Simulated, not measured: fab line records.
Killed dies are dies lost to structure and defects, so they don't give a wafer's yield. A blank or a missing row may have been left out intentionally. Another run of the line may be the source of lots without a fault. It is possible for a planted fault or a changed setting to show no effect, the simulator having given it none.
One fault through the eyes of 2 desks | flow berkeley cmos170 | each desk holds nothing but its own numbers, with what lay behind them at the end

FROM THE METROLOGY DESK
Means of the sampled wafers that have a number, per lot and without regard to the tool the lot ran on: this is what the gauges read. If a lot's mean is further than 4 standard deviations from the usual mean, the lot is out of limits and carries the mark OUT (the distance appears in the brackets).
Columns: A = ACTIVE_OVL at UCB170_ACTIVE_OVL_MEAS_14, usual -1 nm; B = cd nm at UCB170_V1_CD_MEAS_12, usual 699.7 nm; C = cd nm at UCB170_M3_CD_MEAS_15, usual 700.2 nm
lot  | first seen here | A  | B     | C
L959 | day 5 02:17     | -3 | 699.2 | 698.4
L956 | day 5 02:21     | 9  | 700.4 | 699.5
L958 | day 5 02:37     | 3  | 700.4 | 698.9
L961 | day 5 18:00     | -5 | 697.0 | 699.1
L963 | day 6 16:41     | 4  | 700.7 | 698.5
L967 | day 7 12:49     | 3  | 698.8 | 702.7
L969 | day 7 12:56     | -2 | 699.5 | 701.4
L971 | day 8 08:31     | 3  | 700.5 | 701.2
L972 | day 8 21:30     | 2  | 698.4 | 698.3
L973 | day 9 05:58     | 1  | 701.5 | 700.9
L974 | day 9 06:13     | 2  | 698.1 | 702.4
L976 | day 9 14:14     | -7 | 699.0 | 701.2
L977 | day 9 14:28     | -1 | 697.9 | 701.5
L975 | day 9 15:08     | -7 | 699.8 | 698.8
This desk found nothing out of limits on any of the 14 lots.

DESK OF THE TOOL OWNER: implanter-04
The tool's own readings at UCB170_NVT_IMPLANT_07: means of the sampled wafers that have a number, for each lot that ran on this tool. If a lot's mean is further than 4 standard deviations from the usual mean, the lot is out of limits and carries the mark OUT (the distance appears in the brackets).
Columns: A = dose ions cm2 at UCB170_NVT_IMPLANT_07, usual 3e+12; B = faraday current uA at UCB170_NVT_IMPLANT_07, usual 9.52; C = tilt deg at UCB170_NVT_IMPLANT_07, usual 6.999 degrees
lot  | first seen here | A               | B    | C
L959 | day 7 01:35     | 3e+12           | 9.45 | 7.001
L963 | day 8 11:40     | 3e+12 (-47) OUT | 8.98 | 7.011
L967 | day 9 11:45     | 3e+12 (-46) OUT | 8.99 | 7.034
This desk finds L963, L967 out of limits, L963 being first, at day 8 11:40 (dose ions cm2 at UCB170_NVT_IMPLANT_07). L959: within limits.

BROUGHT TOGETHER
The tool owner's desk could have raised an alarm at day 8 11:40, on L963, L967.
The metrology desk saw nothing out of limits.
The metrology desk has L963, L967 on record, within its limits.
Of the lots named, all ran UCB170_NVT_IMPLANT_07 on implanter-04.

WHAT HAD BEEN PUT IN BY THE SIMULATOR
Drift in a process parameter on implanter-04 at UCB170_NVT_IMPLANT_07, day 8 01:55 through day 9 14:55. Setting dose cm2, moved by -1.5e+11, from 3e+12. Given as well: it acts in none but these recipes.
Shown lots that were struck: L963, L967.
Time in hours from fault onset to the first out-of-limits reading at each desk: the tool owner's desk, 10.
